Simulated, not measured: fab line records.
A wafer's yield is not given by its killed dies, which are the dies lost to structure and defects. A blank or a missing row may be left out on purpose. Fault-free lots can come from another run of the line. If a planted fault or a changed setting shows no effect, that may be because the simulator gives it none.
fab line records ; flow ritCmos
record: lots: 16; wafers: 48; lastDay: 7
route steps=202 shown ACTIVE@3 M1@190
lots that met no fault: taken from a fault-free run of the same line
startH: start of the lot's first displayed wafer, in hours after the record's first day ; waitH: hours from the lot's prior step to this one ; " the same as in the row above ; L1.1+2: several wafers, shown together as one row ; - value missing, or start not given ; * or withheld: withheld ; < > ~ a bound
route shown NAME@n: names a module that has steps shown in the file, with the first one's number in the route ; usual: mean/standard deviation taken from wafers without a fault ; same: alike in all rows ; chamber/n: place in a boat ; sites: per-site readings ; _std_site: the standard deviation of these ; _edge_site: outer sites' mean less inner sites' ; radiusMm: how far each site lies from the wafer's centre ; mask NAME#n: copy n ; behind: the last tool/chamber to shape the wafer ; hold: why the lot was held/for how many hours/how that ended ; device: transistor that didn't switch, given as n, p or np ; end of line: the tests these same wafers got at the end of their route ; where a step has no rows: the recipe by itself ; killed: at the first sort, the dies lost to defects and structure; wafer yield is something else ; map: a wafer's dies, marking killed ones x, the rest . and places with no die _
set.NAME: the run value of the setting; set.NAME@STEP: its run value at that earlier step ; model.NAME: the simulator's own value behind a step, which no gauge read
steps of the route over a sample of lots; a table a step, a row a wafer
services: a tool's chamber out of use, with start hour (startH, from the record's first day; less than 0 if before it), hours out, and reason
== steps ==
step: RIT_ACTIVE_THK_MEAS_02
recipe: reads: SiO2_of_ACTIVE_OXIDATION_01
usual: ACTIVE_OXIDE_THK: 46.9/0.86
lot.wafer;tool;chamber;startH;waitH;ACTIVE_OXIDE_THK[nm]
L292.1;filmMetro-04;-;12.05;0.0;46.0
L292.3;filmMetro-04;-;12.05;0.0;45.7
L292.5;filmMetro-04;-;12.05;0.0;47.2
L293.1;filmMetro-04;-;17.69;0.0;47.2
L293.2;filmMetro-04;-;17.69;0.0;47.3
L293.4;filmMetro-04;-;17.69;0.0;48.5
L294.2;filmMetro-01;-;22.06;0.0;46.9
L294.3;filmMetro-01;-;22.06;0.0;47.2
L294.4;filmMetro-01;-;22.06;0.0;47.9
L295.1;filmMetro-01;-;27.24;0.0;45.7
L295.4;filmMetro-01;-;27.24;0.0;46.0
L295.6;filmMetro-01;-;27.24;0.0;45.9
L296.1;filmMetro-04;-;32.05;0.0;45.7
L296.3;filmMetro-04;-;32.05;0.0;46.9
L296.4;filmMetro-04;-;32.05;0.0;46.3
L298.2;filmMetro-04;-;42.06;0.0;47.8
L298.3;filmMetro-04;-;42.06;0.0;47.4
L298.4;filmMetro-04;-;42.06;0.0;47.0
L299.3;filmMetro-01;-;47.07;0.0;46.4
L299.4;filmMetro-01;-;47.07;0.0;45.8
L299.5;filmMetro-01;-;47.07;0.0;46.0
L300.1;filmMetro-01;-;52.05;0.0;46.3
L300.4;filmMetro-01;-;52.05;0.0;46.3
L300.6;filmMetro-01;-;52.05;0.0;46.7
L303.1;filmMetro-02;-;67.05;0.0;47.2
L303.5;filmMetro-02;-;67.05;0.0;46.6
L303.6;filmMetro-02;-;67.05;0.0;45.9
L304.2;filmMetro-01;-;72.06;0.0;48.2
L304.4;filmMetro-01;-;72.06;0.0;48.2
L304.5;filmMetro-01;-;72.06;0.0;48.3
L305.2;filmMetro-04;-;77.06;0.0;49.3
L305.3;filmMetro-04;-;77.06;0.0;49.2
L305.4;filmMetro-04;-;77.06;0.0;48.9
L306.1;filmMetro-02;-;82.05;0.0;46.1
L306.4;filmMetro-02;-;82.05;0.0;46.2
L306.5;filmMetro-02;-;82.05;0.0;46.2
L307.1;filmMetro-02;-;87.05;0.0;47.0
L307.2;filmMetro-02;-;87.05;0.0;48.0
L307.4;filmMetro-02;-;87.05;0.0;48.1
L308.1;filmMetro-04;-;92.05;0.0;46.8
L308.3;filmMetro-04;-;92.05;0.0;46.4
L308.5;filmMetro-04;-;92.05;0.0;46.2
L311.1;filmMetro-02;-;107.05;0.0;46.3
L311.5;filmMetro-02;-;107.05;0.0;47.3
L311.6;filmMetro-02;-;107.05;0.0;46.7
L315.2;filmMetro-04;-;127.06;0.0;45.9
L315.4;filmMetro-04;-;127.06;0.0;45.9
L315.5;filmMetro-04;-;127.06;0.0;45.8
step: RIT_M1_EXPOSE_06
recipe: maskId: M12; na: 0.6; sourceShape: conventional; sigmaOuter: 0.5; targetCdNm: 2600; doseMj: 250
lot.wafer;tool;chamber;startH;waitH;mask
L292.1+3+5;ilineStepper-02;0;55.40;0.1;M12#0
L293.1+2+4;ilineStepper-01;0;60.14;0.2;M12#0
L294.2+3+4;ilineStepper-01;0;65.09;0.1;M12#0
L295.1+4+6;ilineStepper-02;0;73.10;0.2;M12#0
L296.1+3+4;ilineStepper-01;0;75.09;0.2;M12#0
L298.2+3+4;ilineStepper-01;0;84.51;0.2;M12#0
L299.3+4+5;ilineStepper-02;0;88.67;0.2;M12#0
L300.1+4+6;ilineStepper-02;0;93.99;0.1;M12#0
L303.1+5+6;ilineStepper-02;0;108.48;0.2;M12#0
L304.2+4+5;ilineStepper-01;0;115.57;0.3;M12#0
L305.2+3+4;ilineStepper-01;0;120.75;0.1;M12#0
L306.1+4+5;ilineStepper-01;0;124.22;0.1;M12#0
L307.1+2+4;ilineStepper-01;0;128.46;0.1;M12#0
L308.1+3+5;ilineStepper-01;0;132.98;0.1;M12#0
L311.1+5+6;ilineStepper-02;0;149.65;0.2;M12#0
L315.2+4+5;ilineStepper-02;0;170.55;0.2;M12#0
step: RIT_M1_OVL_MEAS_10
usual: M1_OVL: -0.6/1.4
lot.wafer;tool;chamber;startH;waitH;M1_OVL[nm]
L292.1;overlay-01;-;55.95;0.1;3.4
L292.3;overlay-01;-;55.95;0.1;1.3
L292.5;overlay-01;-;55.95;0.1;0.2
L293.1;overlay-01;-;60.69;0.1;1.5
L293.2;overlay-01;-;60.69;0.1;-0.5
L293.4;overlay-01;-;60.69;0.1;1.1
L294.2;overlay-02;-;65.63;0.1;-2.5
L294.3;overlay-02;-;65.63;0.1;-0.5
L294.4;overlay-02;-;65.63;0.1;0.0
L295.1;overlay-01;-;73.65;0.1;-0.1
L295.4;overlay-01;-;73.65;0.1;-0.7
L295.6;overlay-01;-;73.65;0.1;0.0
L296.1;overlay-02;-;75.64;0.1;-1.7
L296.3;overlay-02;-;75.64;0.1;-2.4
L296.4;overlay-02;-;75.64;0.1;-2.8
L298.2;overlay-02;-;85.05;0.1;-0.6
L298.3;overlay-02;-;85.05;0.1;1.0
L298.4;overlay-02;-;85.05;0.1;0.5
L299.3;overlay-01;-;89.22;0.1;-0.3
L299.4;overlay-01;-;89.22;0.1;1.9
L299.5;overlay-01;-;89.22;0.1;0.3
L300.1;overlay-02;-;94.54;0.1;0.3
L300.4;overlay-02;-;94.54;0.1;-1.2
L300.6;overlay-02;-;94.54;0.1;1.0
L303.1;overlay-01;-;109.03;0.1;-0.4
L303.5;overlay-01;-;109.03;0.1;-1.1
L303.6;overlay-01;-;109.03;0.1;-2.0
L304.2;overlay-01;-;116.23;0.1;-1.2
L304.4;overlay-01;-;116.23;0.1;-1.2
L304.5;overlay-01;-;116.23;0.1;0.1
L305.2;overlay-02;-;121.29;0.1;240.3
L305.3;overlay-02;-;121.29;0.1;240.4
L305.4;overlay-02;-;121.29;0.1;240.2
L306.1;overlay-01;-;124.77;0.1;240.6
L306.4;overlay-01;-;124.77;0.1;241.0
L306.5;overlay-01;-;124.77;0.1;239.7
L307.1;overlay-02;-;129.01;0.1;240.8
L307.2;overlay-02;-;129.01;0.1;241.6
L307.4;overlay-02;-;129.01;0.1;242.0
L308.1;overlay-02;-;133.53;0.1;237.7
L308.3;overlay-02;-;133.53;0.1;238.6
L308.5;overlay-02;-;133.53;0.1;238.6
L311.1;overlay-02;-;150.20;0.1;-3.0
L311.5;overlay-02;-;150.20;0.1;-1.9
L311.6;overlay-02;-;150.20;0.1;-0.7
L315.2;overlay-02;-;171.09;0.1;-0.6
L315.4;overlay-02;-;171.09;0.1;-0.3
L315.5;overlay-02;-;171.09;0.1;1.1
step: RIT_M1_METAL_ETCH_12
recipe: stopOn: SiO2; chemistry: Cl2/BCl3; target: Al; timeS: 165; overEtchFrac: 0.5; pressureMtorr: 100; targetDepthA: 6000; rfW: 250; Cl2_flow_sccm: 60; bcl3FlowSccm: 50
usual: bcl3FlowSccm: 50.01/0.14; drypumpMotorCurrentA: 6.0/0.49; oesProductAu: 0.772/0.014; throttleValvePct: 8.29/0.13
lot.wafer;tool;chamber;startH;waitH;bcl3FlowSccm;drypumpMotorCurrentA;oesProductAu;rfHoursCounterH;throttleValvePct
L292.1;rieMetal-04;0;56.23;0.2;49.97;6.3;0.794;2;8.24
L292.3;rieMetal-04;1;56.23;0.2;49.86;5.4;0.773;-;8.13
L292.5;rieMetal-04;0;56.23;0.2;49.80;6.4;0.788;-;8.21
L293.1;rieMetal-03;1;60.98;0.2;50.13;5.3;0.772;1;8.40
L293.2;rieMetal-03;0;60.98;0.2;50.05;6.6;0.758;1;8.26
L293.4;rieMetal-03;1;60.98;0.2;50.07;5.3;0.782;-;8.39
L294.2;rieMetal-01;0;65.91;0.2;50.10;6.1;0.802;34;8.24
L294.3;rieMetal-01;0;65.91;0.2;49.80;6.1;0.805;-;8.25
L294.4;rieMetal-01;1;65.91;0.2;50.23;6.2;0.754;-;8.55
L295.1;rieMetal-04;0;74.02;0.2;50.11;6.3;0.782;2;8.25
L295.4;rieMetal-04;0;74.02;0.2;49.94;6.3;0.779;-;8.23
L295.6;rieMetal-04;0;74.02;0.2;49.91;6.3;0.777;-;8.24
L296.1;rieMetal-03;1;75.93;0.2;49.97;5.3;0.792;1;8.38
L296.3;rieMetal-03;1;75.93;0.2;49.98;5.3;0.783;-;8.41
L296.4;rieMetal-03;0;75.93;0.2;50.09;6.6;0.763;-;8.27
L298.2;rieMetal-04;1;85.33;0.2;50.06;5.4;0.769;3;8.11
L298.3;rieMetal-04;0;85.33;0.2;50.15;6.3;0.796;-;8.22
L298.4;rieMetal-04;1;85.33;0.2;50.03;5.4;0.779;-;8.12
L299.3;rieMetal-03;1;89.55;0.2;50.05;5.3;0.765;-;8.40
L299.4;rieMetal-03;0;89.55;0.2;50.09;6.6;0.757;-;8.25
L299.5;rieMetal-03;0;89.55;0.2;50.28;6.6;0.751;-;8.27
L300.1;rieMetal-01;0;94.96;0.2;49.98;6.1;0.809;35;8.28
L300.4;rieMetal-01;1;94.96;0.2;50.01;6.2;0.760;-;8.54
L300.6;rieMetal-01;0;94.96;0.2;49.89;6.1;0.800;-;8.26
L303.1;rieMetal-01;0;109.32;0.2;50.47;6.1;0.785;35;8.27
L303.5;rieMetal-01;0;109.32;0.2;50.02;6.1;0.801;-;8.27
L303.6;rieMetal-01;1;109.32;0.2;49.93;6.2;0.753;-;8.54
L304.2;rieMetal-04;0;116.51;0.2;49.96;6.3;0.784;3;8.22
L304.4;rieMetal-04;0;116.51;0.2;49.90;6.3;0.790;-;8.24
L304.5;rieMetal-04;1;116.51;0.2;49.80;5.4;0.768;-;8.10
L305.2;rieMetal-03;1;121.57;0.2;49.96;5.3;0.776;1;8.40
L305.3;rieMetal-03;0;121.57;0.2;49.88;6.6;0.765;-;8.26
L305.4;rieMetal-03;1;121.57;0.2;49.93;5.3;0.787;-;8.39
L306.1;rieMetal-01;0;125.05;0.2;50.02;6.1;0.787;35;8.28
L306.4;rieMetal-01;0;125.05;0.2;49.90;6.1;0.790;-;8.25
L306.5;rieMetal-01;0;125.05;0.2;49.97;6.1;0.793;-;8.26
L307.1;rieMetal-04;0;129.30;0.2;49.78;6.3;0.780;3;8.25
L307.2;rieMetal-04;1;129.30;0.2;50.06;5.4;0.765;3;8.11
L307.4;rieMetal-04;0;129.30;0.2;49.99;6.3;0.778;-;8.23
L308.1;rieMetal-03;1;133.81;0.2;49.92;5.3;0.786;1;8.41
L308.3;rieMetal-03;0;133.81;0.2;50.09;6.6;0.762;-;8.27
L308.5;rieMetal-03;1;133.81;0.2;50.28;5.4;0.779;-;8.40
L311.1;rieMetal-04;0;150.49;0.2;49.84;6.3;0.781;3;8.23
L311.5;rieMetal-04;1;150.49;0.2;50.04;5.4;0.761;-;8.11
L311.6;rieMetal-04;0;150.49;0.2;49.99;6.3;0.786;-;8.23
L315.2;rieMetal-03;1;171.37;0.2;50.03;5.3;0.784;2;8.38
L315.4;rieMetal-03;0;171.37;0.2;50.09;6.6;0.762;-;8.26
L315.5;rieMetal-03;0;171.37;0.2;49.95;6.6;0.758;-;8.27
step: RIT_M1_CD_MEAS_90
recipe: targetCdNm: 2600
usual: cdNm: 2599.9/2.7
lot.wafer;tool;chamber;startH;waitH;cdNm
L292.1;cdSem-01;-;56.74;0.1;2599.6
L292.3;cdSem-01;-;56.74;0.1;2600.0
L292.5;cdSem-01;-;56.74;0.1;2599.1
L293.1;cdSem-01;-;61.50;0.1;2602.5
L293.2;cdSem-01;-;61.50;0.1;2602.1
L293.4;cdSem-01;-;61.50;0.1;2603.1
L294.2;cdSem-01;-;66.44;0.1;2600.7
L294.3;cdSem-01;-;66.44;0.1;2598.6
L294.4;cdSem-01;-;66.44;0.1;2599.6
L295.1;cdSem-02;-;74.55;0.1;2600.5
L295.4;cdSem-02;-;74.55;0.1;2602.8
L295.6;cdSem-02;-;74.55;0.1;2601.7
L296.1;cdSem-01;-;76.45;0.1;2598.9
L296.3;cdSem-01;-;76.45;0.1;2596.9
L296.4;cdSem-01;-;76.45;0.1;2599.3
L298.2;cdSem-02;-;85.90;0.1;2600.0
L298.3;cdSem-02;-;85.90;0.1;2593.8
L298.4;cdSem-02;-;85.90;0.1;2596.3
L299.3;cdSem-01;-;90.04;0.1;2598.7
L299.4;cdSem-01;-;90.04;0.1;2596.6
L299.5;cdSem-01;-;90.04;0.1;2596.4
L300.1;cdSem-02;-;95.47;0.1;2602.2
L300.4;cdSem-02;-;95.47;0.1;2600.9
L300.6;cdSem-02;-;95.47;0.1;2598.5
L303.1;cdSem-02;-;109.83;0.1;2597.8
L303.5;cdSem-02;-;109.83;0.1;2600.0
L303.6;cdSem-02;-;109.83;0.1;2599.8
L304.2;cdSem-02;-;117.04;0.1;2599.0
L304.4;cdSem-02;-;117.04;0.1;2597.6
L304.5;cdSem-02;-;117.04;0.1;2601.7
L305.2;cdSem-02;-;122.10;0.1;2601.4
L305.3;cdSem-02;-;122.10;0.1;2600.8
L305.4;cdSem-02;-;122.10;0.1;2600.4
L306.1;cdSem-01;-;125.58;0.1;2602.2
L306.4;cdSem-01;-;125.58;0.1;2601.3
L306.5;cdSem-01;-;125.58;0.1;2604.9
L307.1;cdSem-02;-;129.99;0.1;2595.6
L307.2;cdSem-02;-;129.99;0.1;2601.1
L307.4;cdSem-02;-;129.99;0.1;2596.4
L308.1;cdSem-01;-;134.33;0.1;2599.0
L308.3;cdSem-01;-;134.33;0.1;2599.4
L308.5;cdSem-01;-;134.33;0.1;2599.3
L311.1;cdSem-01;-;151.00;0.1;2595.6
L311.5;cdSem-01;-;151.00;0.1;2595.0
L311.6;cdSem-01;-;151.00;0.1;2595.5
L315.2;cdSem-02;-;171.90;0.1;2602.2
L315.4;cdSem-02;-;171.90;0.1;2597.3
L315.5;cdSem-02;-;171.90;0.1;2599.1
step: RIT_M1_PROBE_99
usual: defectLimitedYield: 97.5/1.1; killed_at_M0_to_M3: 0.0/0.083; killedAtContacts: 0.1/0.32; killedAtFrontEnd: 7/3; killedDies: 7/3; killedOpen: 3.4/2.2; killedShort: 3.3/1.8; sort_bin_3_pad_short: 0.2/0.25; sort_bin_5_function: 1.5/0.79; sort_bin_6_memory: 0.9/0.65; sortNPass: 257/3; sortYieldPct: 97.5/1.1
same: grossDies: 264; killed_at_M4_up: 0; killedAtBackSide: 0; killedAtOther: 0
lot.wafer;tool;chamber;startH;waitH;defectLimitedYield[%];killed_at_M0_to_M3;killedAtContacts;killedAtFrontEnd;killedDies;killedOpen;killedShort;sort_bin_3_pad_short[%];sort_bin_5_function[%];sort_bin_6_memory[%];sortNPass;sortYieldPct[%]
L292.1;prober-01;-;58.48;0.1;98.5;0;0;4;4;3;1;0;1.1;0.4;260;98.5
L292.3;prober-01;-;58.58;0.2;98.1;0;0;5;5;2;3;0.8;0.8;0.4;259;98.1
L292.5;prober-01;-;58.68;0.2;98.1;0;0;5;5;2;3;0;1.5;0.4;259;98.1
L293.1;prober-02;-;64.36;0.1;98.9;0;0;3;3;2;1;0;0.4;0.8;261;98.9
L293.2;prober-02;-;64.41;0.1;97.7;0;1;5;6;3;3;0.8;1.5;0;258;97.7
L293.4;prober-02;-;64.51;0.2;95.5;0;0;12;12;7;5;0;3.0;1.5;252;95.5
L294.2;prober-01;-;68.51;0.1;96.2;0;0;10;10;6;4;0;3.0;0.8;254;96.2
L294.3;prober-01;-;68.56;0.2;97.7;0;0;6;6;4;2;0;1.5;0.8;258;97.7
L294.4;prober-01;-;68.61;0.2;97.3;0;2;5;7;2;5;0;2.3;0.4;257;97.3
L295.1;prober-02;-;76.29;0.1;98.1;0;0;5;5;1;4;0.8;0.8;0.4;259;98.1
L295.4;prober-02;-;76.44;0.2;97.3;0;0;7;7;5;2;0;1.9;0.8;257;97.3
L295.6;prober-02;-;76.54;0.2;98.5;0;0;4;4;1;3;0;1.1;0.4;260;98.5
L296.1;prober-01;-;78.19;0.1;94.7;0;0;14;14;8;6;0;3.8;1.5;250;94.7
L296.3;prober-01;-;78.29;0.2;98.1;0;0;5;5;2;3;0;1.5;0.4;259;98.1
L296.4;prober-01;-;78.34;0.2;97.7;0;0;6;6;4;2;0.4;1.1;0.8;258;97.7
L298.2;prober-01;-;87.67;0.1;98.1;0;0;5;5;2;3;0;1.1;0.8;259;98.1
L298.3;prober-01;-;87.72;0.2;97.3;0;0;7;7;3;4;0;1.9;0.8;257;97.3
L298.4;prober-01;-;87.77;0.2;96.2;0;0;10;10;5;5;0;1.9;1.9;254;96.2
L299.3;prober-02;-;91.84;0.2;95.5;0;0;12;12;7;5;0;2.7;1.9;252;95.5
L299.4;prober-02;-;91.89;0.2;98.5;0;0;4;4;1;3;0;1.5;0;260;98.5
L299.5;prober-02;-;91.94;0.2;97.3;0;0;7;7;2;5;1.1;1.1;0.4;257;97.3
L300.1;prober-01;-;97.21;0.1;96.2;0;0;10;10;5;5;0.8;1.1;1.9;254;96.2
L300.4;prober-01;-;97.36;0.2;98.5;0;0;4;4;1;3;0;0.4;1.1;260;98.5
L300.6;prober-01;-;97.46;0.2;95.8;0;0;11;11;9;2;0;2.7;1.5;253;95.8
L303.1;prober-02;-;111.57;0.1;97.3;0;0;7;7;5;2;0;1.1;1.5;257;97.3
L303.5;prober-02;-;111.77;0.2;99.6;0;0;1;1;0;1;0.4;0;0;263;99.6
L303.6;prober-02;-;111.82;0.2;96.6;0;0;9;9;5;4;0;1.5;1.9;255;96.6
L304.2;prober-01;-;119.56;0.1;98.1;0;0;5;5;5;0;0;0.4;1.5;259;98.1
L304.4;prober-01;-;119.66;0.2;98.5;0;0;4;4;1;3;0.4;1.1;0;260;98.5
L304.5;prober-01;-;119.71;0.2;97.3;0;0;7;7;3;4;0.4;2.3;0;257;97.3
L305.2;prober-02;-;123.87;0.1;97.0;0;0;8;8;5;3;0;2.3;0.8;256;97.0
L305.3;prober-02;-;123.92;0.2;98.5;0;0;4;4;2;2;0;1.1;0.4;260;98.5
L305.4;prober-02;-;123.97;0.2;97.3;0;0;7;7;4;3;0.8;1.1;0.8;257;97.3
L306.1;prober-01;-;127.32;0.1;97.7;0;0;6;6;2;4;0;1.1;1.1;258;97.7
L306.4;prober-01;-;127.47;0.2;96.6;0;0;9;9;2;7;0.4;1.9;1.1;255;96.6
L306.5;prober-01;-;127.52;0.2;97.7;0;0;6;6;3;3;0;1.5;0.8;258;97.7
L307.1;prober-02;-;131.73;0.1;97.7;0;0;6;6;4;2;0;1.9;0.4;258;97.7
L307.2;prober-02;-;131.78;0.1;97.7;0;1;5;6;2;4;0.4;1.1;0.8;258;97.7
L307.4;prober-02;-;131.88;0.2;98.5;0;1;3;4;2;2;0.4;0.8;0.4;260;98.5
L308.1;prober-01;-;136.07;0.1;96.2;0;0;10;10;7;3;0;2.3;1.5;254;96.2
L308.3;prober-01;-;136.17;0.2;99.6;0;0;1;1;1;0;0;0.4;0;263;99.6
L308.5;prober-01;-;136.27;0.2;98.5;0;0;4;4;3;1;0;1.5;0;260;98.5
L311.1;prober-02;-;152.74;0.1;97.0;1;0;7;8;3;5;0.4;2.3;0.4;256;97.0
L311.5;prober-02;-;152.94;0.2;97.3;0;1;6;7;5;2;0;1.5;1.1;257;97.3
L311.6;prober-02;-;152.99;0.2;97.7;0;0;6;6;4;2;0;1.5;0.8;258;97.7
L315.2;prober-02;-;173.67;0.1;96.6;0;0;9;9;5;4;0;1.9;1.5;255;96.6
L315.4;prober-02;-;173.77;0.2;97.0;0;0;8;8;5;3;0.4;1.5;1.1;256;97.0
L315.5;prober-02;-;173.82;0.2;94.3;0;0;15;15;11;4;0.4;3.0;2.3;249;94.3
killed by level:class
L292.1 GATE:geometricParticle:open=2 FOX1:geometricParticle:short=1 SILICIDE:geometricParticle:open=1
L292.3 GATE:geometricParticle:short=3 FOX2:geometricParticle:open=1 GATE:geometricParticle:open=1
L292.5 FOX2:geometricParticle:short=2 GATE:geometricParticle:open=2 FOX1:geometricParticle:short=1
L293.1 GATE:geometricParticle:open=2 GATE:geometricParticle:short=1
L293.2 GATE:geometricParticle:open=2 FOX1:geometricParticle:short=1 GATE:geometricParticle:short=1 REOX:geometricParticle:short=1 CONTACT:geometricParticle:open=1
L293.4 GATE:geometricParticle:short=4 GATE:geometricParticle:open=3 SPACER:geometricParticle:open=2 SILICIDE:geometricParticle:open=2 SPACER:geometricParticle:short=1
L294.2 GATE:geometricParticle:open=3 GATE:geometricParticle:short=2 FOX1:geometricParticle:open=1 FOX1:geometricParticle:short=1 FOX2:geometricParticle:open=1 SILICIDE:geometricParticle:open=1 SILICIDE:geometricParticle:short=1
L294.3 FOX1:geometricParticle:open=3 FOX1:geometricParticle:short=1 GATE:geometricParticle:short=1 GATE:geometricParticle:open=1
L294.4 GATE:geometricParticle:short=1 REOX:geometricParticle:short=1 SPACER:geometricParticle:short=1 SPACER:geometricParticle:open=1 SILICIDE:geometricParticle:short=1 CONTACT:geometricParticle:short=1 CONTACT:geometricParticle:open=1
L295.1 FOX1:geometricParticle:short=2 GATE:geometricParticle:short=1 REOX:geometricParticle:short=1 SILICIDE:geometricParticle:open=1
L295.4 GATE:geometricParticle:open=3 FOX1:geometricParticle:short=1 FOX1:geometricParticle:open=1 REOX:geometricParticle:open=1 SPACER:geometricParticle:short=1
L295.6 GATE:geometricParticle:short=3 SPACER:geometricParticle:open=1
L296.1 SILICIDE:geometricParticle:open=3 FOX1:geometricParticle:short=2 GATE:geometricParticle:open=2 GATE:geometricParticle:short=2 SPACER:geometricParticle:open=2 ACTIVE:geometricParticle:short=1 REOX:geometricParticle:open=1 SILICIDE:geometricParticle:short=1
L296.3 GATE:geometricParticle:short=2 FOX1:geometricParticle:open=1 FOX1:geometricParticle:short=1 FOX2:geometricParticle:open=1
L296.4 SILICIDE:geometricParticle:open=2 FOX2:geometricParticle:short=1 FOX2:geometricParticle:open=1 GATE:geometricParticle:short=1 GATE:geometricParticle:open=1
L298.2 GATE:geometricParticle:short=2 FOX1:geometricParticle:short=1 FOX1:geometricParticle:open=1 GATE:geometricParticle:open=1
L298.3 SPACER:geometricParticle:short=3 GATE:geometricParticle:short=1 GATE:geometricParticle:open=1 SPACER:geometricParticle:open=1 SILICIDE:geometricParticle:open=1
L298.4 GATE:geometricParticle:short=3 GATE:geometricParticle:open=2 SPACER:geometricParticle:short=2 REOX:geometricParticle:open=1 SPACER:geometricParticle:open=1 SILICIDE:geometricParticle:open=1
L299.3 GATE:geometricParticle:open=2 GATE:geometricParticle:short=2 REOX:geometricParticle:open=2 SILICIDE:geometricParticle:open=2 REOX:geometricParticle:short=1 SPACER:geometricParticle:short=1 SPACER:geometricParticle:open=1 SILICIDE:geometricParticle:short=1
L299.4 FOX1:geometricParticle:short=1 GATE:geometricParticle:short=1 SPACER:geometricParticle:short=1 SILICIDE:geometricParticle:open=1
L299.5 GATE:geometricParticle:short=2 GATE:geometricParticle:open=2 FOX1:geometricParticle:short=1 SPACER:geometricParticle:short=1 SILICIDE:geometricParticle:short=1
L300.1 GATE:geometricParticle:short=2 SPACER:geometricParticle:short=2 SILICIDE:geometricParticle:open=2 GATE:geometricParticle:open=1 REOX:geometricParticle:open=1 SPACER:geometricParticle:open=1 SILICIDE:geometricParticle:short=1
L300.4 GATE:geometricParticle:short=2 GATE:geometricParticle:open=1 REOX:geometricParticle:short=1
L300.6 GATE:geometricParticle:open=4 SILICIDE:geometricParticle:open=2 FOX2:geometricParticle:open=1 REOX:geometricParticle:open=1 REOX:geometricParticle:short=1 SPACER:geometricParticle:short=1 SPACER:geometricParticle:open=1
L303.1 GATE:geometricParticle:open=4 GATE:geometricParticle:short=1 SILICIDE:geometricParticle:short=1 SILICIDE:geometricParticle:open=1
L303.5 REOX:geometricParticle:short=1
L303.6 FOX1:geometricParticle:open=2 GATE:geometricParticle:short=2 GATE:geometricParticle:open=2 REOX:geometricParticle:open=1 SPACER:geometricParticle:short=1 SILICIDE:geometricParticle:short=1
L304.2 FOX2:geometricParticle:open=2 FOX1:geometricParticle:open=1 GATE:geometricParticle:open=1 SPACER:geometricParticle:open=1
L304.4 GATE:geometricParticle:short=1 REOX:geometricParticle:short=1 SPACER:geometricParticle:short=1 SILICIDE:geometricParticle:open=1
L304.5 GATE:geometricParticle:open=3 GATE:geometricParticle:short=2 FOX1:geometricParticle:short=1 REOX:geometricParticle:short=1
L305.2 GATE:geometricParticle:open=3 FOX1:geometricParticle:open=2 GATE:geometricParticle:short=2 FOX1:geometricParticle:short=1
L305.3 FOX1:geometricParticle:short=2 FOX1:geometricParticle:open=1 GATE:geometricParticle:open=1
L305.4 GATE:geometricParticle:open=3 FOX1:geometricParticle:short=1 FOX2:geometricParticle:short=1 GATE:geometricParticle:short=1 REOX:geometricParticle:open=1
L306.1 GATE:geometricParticle:short=2 FOX2:geometricParticle:short=1 REOX:geometricParticle:short=1 SPACER:geometricParticle:open=1 SILICIDE:geometricParticle:open=1
L306.4 GATE:geometricParticle:short=2 SPACER:geometricParticle:short=2 FOX1:geometricParticle:short=1 GATE:geometricParticle:open=1 REOX:geometricParticle:short=1 REOX:geometricParticle:open=1 SILICIDE:geometricParticle:short=1
L306.5 FOX1:geometricParticle:short=2 FOX2:geometricParticle:short=1 REOX:geometricParticle:open=1 SPACER:geometricParticle:open=1 SILICIDE:geometricParticle:open=1
L307.1 GATE:geometricParticle:short=2 GATE:geometricParticle:open=2 FOX1:geometricParticle:open=1 REOX:geometricParticle:open=1
L307.2 GATE:geometricParticle:open=1 GATE:geometricParticle:short=1 REOX:geometricParticle:short=1 SPACER:geometricParticle:short=1 SILICIDE:geometricParticle:open=1 CONTACT:geometricParticle:short=1
L307.4 GATE:geometricParticle:short=1 REOX:geometricParticle:open=1 SPACER:geometricParticle:short=1 CONTACT:geometricParticle:open=1
L308.1 GATE:geometricParticle:open=3 SPACER:geometricParticle:short=2 SILICIDE:geometricParticle:open=2 FOX1:geometricParticle:open=1 GATE:geometricParticle:short=1 SPACER:geometricParticle:open=1
L308.3 GATE:geometricParticle:open=1
L308.5 GATE:geometricParticle:open=2 GATE:geometricParticle:short=1 SPACER:geometricParticle:open=1
L311.1 SPACER:geometricParticle:open=2 FOX1:geometricParticle:short=1 GATE:geometricParticle:short=1 REOX:geometricParticle:short=1 REOX:geometricParticle:open=1 SILICIDE:geometricParticle:short=1 M1:geometricParticle:short=1
L311.5 FOX1:geometricParticle:short=2 SPACER:geometricParticle:open=2 FOX1:geometricParticle:open=1 SILICIDE:geometricParticle:open=1 CONTACT:geometricParticle:open=1
L311.6 SILICIDE:geometricParticle:open=2 FOX1:geometricParticle:open=1 FOX1:geometricParticle:short=1 FOX2:geometricParticle:short=1 REOX:geometricParticle:open=1
L315.2 REOX:geometricParticle:open=2 FOX1:geometricParticle:open=1 GATE:geometricParticle:short=1 REOX:geometricParticle:short=1 SPACER:geometricParticle:open=1 SPACER:geometricParticle:short=1 SILICIDE:geometricParticle:short=1 SILICIDE:geometricParticle:open=1
L315.4 REOX:geometricParticle:open=3 SILICIDE:geometricParticle:short=2 FOX1:geometricParticle:open=1 FOX2:geometricParticle:open=1 GATE:geometricParticle:short=1
L315.5 REOX:geometricParticle:open=4 FOX1:geometricParticle:open=2 GATE:geometricParticle:open=2 SPACER:geometricParticle:open=2 FOX1:geometricParticle:short=1 FOX2:geometricParticle:short=1 FOX2:geometricParticle:open=1 GATE:geometricParticle:short=1
== services ==
tool;chamber;startH;hours;kind
rieMetal-04;-;48.68;2.3;repair
ilineStepper-02;-;52.03;1.8;repair
rieMetal-01;1;53.48;4.3;repair
rieMetal-01;0;95.27;11.7;repair
ilineStepper-02;-;96.84;5.0;repair
ilineStepper-02;-;117.01;1.7;pm
rieMetal-04;-;125.03;1.4;pm
ilineStepper-02;-;132.21;2.2;repair
rieMetal-01;-;136.12;20.0;pm
rieMetal-01;0;136.12;20.0;ventCycle
rieMetal-01;1;136.12;20.0;ventCycle
rieMetal-01;0;156.12;-;clean
rieMetal-01;1;156.12;-;clean
== key ==
firstSign: step: RIT_M1_OVL_MEAS_10; reading: M1_OVL; direction: up; sigmas: 99+; usual: -0.6; struck: 240.1
effect none on later readings
metAt RIT_M1_EXPOSE_06
struckLots L305,L306,L307,L308
notActingAt RIT_ACTIVE_THK_MEAS_02,RIT_M1_METAL_ETCH_12,RIT_M1_CD_MEAS_90
onsetBetween 115.57 120.75
fault: kind: scannerMatchingOverlay; tool: ilineStepper-01; chamber: -; onsetH: 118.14; steps: RIT_M1_EXPOSE_06; offset: 240
